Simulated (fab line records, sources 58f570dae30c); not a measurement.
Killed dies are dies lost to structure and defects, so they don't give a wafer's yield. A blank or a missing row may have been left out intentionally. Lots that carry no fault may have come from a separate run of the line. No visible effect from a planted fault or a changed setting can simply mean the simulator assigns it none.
The same fault as seen by 2 desks / flow berkeley_cmos170 / each desk holds nothing but its own numbers, with what lay behind them at the end

== METROLOGY DESK ==
What the gauges read, lot by lot, whatever tool the lot ran on: means of the sampled wafers that have a number. Any lot whose mean is over 4 standard deviations away from the usual mean is out of limits and marked OUT; that distance is given in the brackets.
Columns: A = NWELL_NITRIDE_THK at UCB170_NWELL_THK_MEAS_05, usual 223.1 nm; B = WELLDRIVE_OXIDE_THK at UCB170_WELLDRIVE_THK_MEAS_02, usual 199.7 nm
lot=L370; first seen here=day 2 13:31; A=228.1; B=200.1
lot=L371; first seen here=day 2 17:56; A=224.4; B=197.2
lot=L372; first seen here=day 3 03:05; A=224.6; B=200.9
lot=L373; first seen here=day 3 03:05; A=219.8; B=201.4
lot=L374; first seen here=day 3 06:30; A=225.0; B=198.7
lot=L375; first seen here=day 3 13:24; A=224.8; B=197.4
lot=L382; first seen here=day 5 05:10; A=190.9 (-15) OUT; B=196.6
lot=L383; first seen here=day 5 05:10; A=189.2 (-15) OUT; B=194.2
lot=L386; first seen here=day 5 19:53; A=223.2; B=203.8
lot=L389; first seen here=day 6 09:44; A=222.2; B=198.8
lot=L391; first seen here=day 6 21:05; A=224.1; B=197.2
This desk reports L382, L383 out of limits; the earliest was L382 at day 5 05:10 (NWELL_NITRIDE_THK at UCB170_NWELL_THK_MEAS_05). In limits: L370, L371, L372, L373, L374, L375, L386, L389, L391.

== THE TOOL OWNER'S DESK: lpcvd-01 ==
The tool's own readings at UCB170_NWELL_CVD_04 (deposits Si3N4 from SiH2Cl2/NH3, target thk 224 nm, time 3360 s): means of the sampled wafers that have a number, for each lot that ran on this tool. Any lot whose mean is over 4 standard deviations away from the usual mean is out of limits and marked OUT; that distance is given in the brackets.
Columns: A = nh3_flow_sccm at UCB170_NWELL_CVD_04, usual 74.99 sccm; B = sih2cl2_flow_sccm at UCB170_NWELL_CVD_04, usual 25.00 sccm; C = spike_tc_centre_C at UCB170_NWELL_CVD_04, usual 801.7 C; D = spike_tc_load_C at UCB170_NWELL_CVD_04, usual 822.8 C; E = susceptor_temp_C at UCB170_NWELL_CVD_04, usual 800.0 C
lot=L375; first seen here=day 3 10:29; A=74.73; B=25.00; C=802.5; D=821.7; E=800.2
lot=L382; first seen here=day 5 03:14; A=74.78; B=25.05; C=793.1 (-5.4) OUT; D=813.4; E=791.1 (-25) OUT
lot=L383; first seen here=day 5 03:14; A=74.77; B=25.04; C=795.2 (-4.1) OUT; D=813.5; E=791.3 (-25) OUT
This desk finds L382, L383 out of limits, L382 being first, at day 5 03:14 (spike_tc_centre_C at UCB170_NWELL_CVD_04). In limits: L375.

== TAKEN TOGETHER ==
An alarm could have come from the tool owner's desk at day 5 03:14, on L382, L383.
An alarm was possible from the metrology desk at day 5 05:10, on L382, L383.
UCB170_NWELL_CVD_04 was run on lpcvd-01 by each of the lots named.

== WHAT HAD BEEN PUT IN BY THE SIMULATOR ==
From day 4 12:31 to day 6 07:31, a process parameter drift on lpcvd-01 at UCB170_NWELL_CVD_04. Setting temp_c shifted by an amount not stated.
Shown lots that were struck: L382, L383.
Fault start to first reading out of limits, in hours, per desk: tool owner, 15; metrology, 17.
